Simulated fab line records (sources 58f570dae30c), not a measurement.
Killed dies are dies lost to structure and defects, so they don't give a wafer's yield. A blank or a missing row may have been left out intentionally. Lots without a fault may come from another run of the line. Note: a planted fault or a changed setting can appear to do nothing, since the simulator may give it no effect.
Which tool was responsible? -- flow berkeleyCmos170 -- 14 lots, 42 wafers sampled, at 4 steps of a route of 331

## WHAT THE GAUGES READ, wafer by wafer
UCB170_FIELD_THK_MEAS_91.
lot,measured,on,FIELD_OXIDE_LEFT_2_THK (nm)
L219,day 6 10:53,filmMetro-04,344 350 342
L220,day 6 11:21,filmMetro-02,352 353 349
L221,day 7 04:17,filmMetro-03,352 352 346
L223,day 7 08:25,filmMetro-03,340 338 339
L229,day 8 23:23,filmMetro-03,365 368 377
L228,day 9 00:21,filmMetro-04,359 354 366
L230,day 9 00:31,filmMetro-04,359 368 365
L234,day 9 17:32,filmMetro-03,352 353 360
L235,day 9 17:58,filmMetro-02,356 358 356
L237,day 10 13:54,filmMetro-03,347 344 347
L241,day 11 04:45,filmMetro-02,367 372 372
L240,day 11 05:44,filmMetro-04,342 355 354
L242,day 11 06:03,filmMetro-04,350 348 337
L238,day 11 10:23,filmMetro-03,345 343 334

UCB170_GATE_CD_MEAS_12 targets a cd of 350 nm.
lot,measured,on,cdNm (nm)
L219,day 6 23:27,cdSem-02,349.2 349.2 348.9
L220,day 7 00:25,cdSem-01,349.5 348.9 350.1
L221,day 7 20:46,cdSem-02,347.1 348.3 347.6
L223,day 7 20:32,cdSem-02,351.4 351.6 351.1
L229,day 9 10:28,cdSem-02,348.7 348.8 348.3
L228,day 9 10:58,cdSem-02,349.8 349.6 350.1
L230,day 9 11:06,cdSem-02,351.6 350.5 350.2
L234,day 10 08:59,cdSem-01,349.3 349.6 349.4
L235,day 10 08:49,cdSem-02,351.3 351.9 350.5
L237,day 11 07:47,cdSem-02,349.2 349.3 348.4
L241,day 11 15:13,cdSem-02,349.8 350.3 349.0
L240,day 11 14:55,cdSem-01,349.4 349.8 350.5
L242,day 11 15:17,cdSem-01,349.1 348.7 348.4
L238,day 11 20:47,cdSem-01,352.5 350.1 351.2

UCB170_NSD_CD_MEAS_06 targets a cd of 1200 nm.
lot,measured,on,cdNm (nm)
L219,day 7 18:28,cdSem-02,1198.9 1199.9 1200.7
L220,day 7 18:37,cdSem-01,1199.5 1198.9 1201.1
L221,day 8 11:41,cdSem-02,1201.3 1199.7 1200.1
L223,day 8 11:34,cdSem-01,1203.0 1200.4 1202.0
L229,day 10 07:07,cdSem-01,1212.1 1211.0 1211.0
L228,day 10 07:08,cdSem-02,1200.2 1200.7 1198.6
L230,day 10 06:36,cdSem-01,1210.9 1211.5 1212.3
L234,day 11 05:35,cdSem-01,1200.3 1202.8 1201.2
L235,day 11 05:55,cdSem-02,1201.6 1202.9 1200.9
L237,day 11 20:02,cdSem-02,1200.5 1200.3 1199.5
L241,day 12 07:04,cdSem-01,1201.8 1199.7 1201.5
L240,day 12 06:55,cdSem-02,1198.2 1197.9 1198.1
L242,day 12 07:10,cdSem-01,1199.6 1199.5 1198.4
L238,day 12 11:07,cdSem-01,1200.0 1199.6 1198.9

## TOOL THAT RAN EACH LOT (tool first, then ch and the chambers of the sampled wafers, then the start)
lot,UCB170_NSD_PEB_04
L219,"lithoTrack-02 ch 0, day 7 18:12"
L220,"lithoTrack-04 ch 0, day 7 18:20"
L221,"lithoTrack-04 ch 0, day 8 11:25"
L223,"lithoTrack-02 ch 0, day 8 11:17"
L229,"lithoTrack-02 ch 0, day 10 06:50"
L228,"lithoTrack-04 ch 0, day 10 06:52"
L230,"lithoTrack-02 ch 0, day 10 06:20"
L234,"lithoTrack-04 ch 0, day 11 05:19"
L235,"lithoTrack-04 ch 0, day 11 05:40"
L237,"lithoTrack-01 ch 0, day 11 19:46"
L241,"lithoTrack-04 ch 0, day 12 06:47"
L240,"lithoTrack-01 ch 0, day 12 06:39"
L242,"lithoTrack-01 ch 0, day 12 06:54"
L238,"lithoTrack-01 ch 0, day 12 10:50"
- UCB170_NSD_PEB_04

## AS READ BY THE TOOLS THEMSELVES (means over the sampled wafers that have a number; for cases with no such wafer, the mark the record gives instead)
UCB170_NSD_PEB_04.
lot,tool,heaterPowerTotalW (W),plateTempC (C)
L219,lithoTrack-02,56.81,130.16
L220,lithoTrack-04,56.86,130.14
L221,lithoTrack-04,56.79,130.04
L223,lithoTrack-02,56.76,130.06
L229,lithoTrack-02,58.07,132.31
L228,lithoTrack-04,56.81,130.03
L230,lithoTrack-02,58.10,132.34
L234,lithoTrack-04,56.81,130.18
L235,lithoTrack-04,56.78,129.82
L237,lithoTrack-01,56.76,130.05
L241,lithoTrack-04,56.78,129.91
L240,lithoTrack-01,56.78,130.00
L242,lithoTrack-01,56.78,130.16
L238,lithoTrack-01,56.84,129.94

## THE ANSWER, worked out from the rows above alone
Rule: the lots themselves supply what counts as usual. The widest of any qualifying gaps counts: lots, ordered by their means at a reading, are off when they make up no more than a third of the lots, leave a main group of 4 or more, and stand apart from it by 3 or more times the standard deviation of that group's means. A main group whose means are all the same, to the digits that the tables above print for the reading, isn't used. Also off: a lot with no number at a reading for which 4 or more lots have one. All remaining lots with rows at the step are treated as sound. Order of review: gauges by route order, followed by the tools' own readings, for which a lot's mean as printed above is used. At the first step where some lot is off, the reading lying furthest off is the one used; lots without a number count as furthest.
Off: L229, L230, at UCB170_NSD_CD_MEAS_06 (cdNm). The main group has a mean of 1200.2 nm with a standard deviation of 1.1.
If a tool, at a process step before that reading, ran all the lots that are off and no sound lot after the first of them, it fits. The gauges at UCB170_NSD_CD_MEAS_06 aren't tried: what is off there is off at UCB170_NSD_PEB_04 too, on other tools, and a gauge's error can't cause that. One candidate fits, namely lithoTrack-02 at UCB170_NSD_PEB_04. A fault onset in the window from L223 (day 8 11:17, its last sound lot) to L230 (day 10 06:20, its first lot off) fits.
The tool's own readings at UCB170_NSD_PEB_04 bear it out: on the lots that are off they differ by more than 5 times the standard deviation of the sound lots' means. heaterPowerTotalW reads 58.09 W there against 56.80 W on the sound lots; plateTempC reads 132.32 C there against 130.04 C on the sound lots.

## WHAT THE SIMULATOR PUT IN
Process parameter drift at UCB170_NSD_PEB_04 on lithoTrack-02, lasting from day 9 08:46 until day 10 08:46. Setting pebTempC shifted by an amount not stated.
Struck lots among those shown: L229, L230. The rule above reached the same finding.
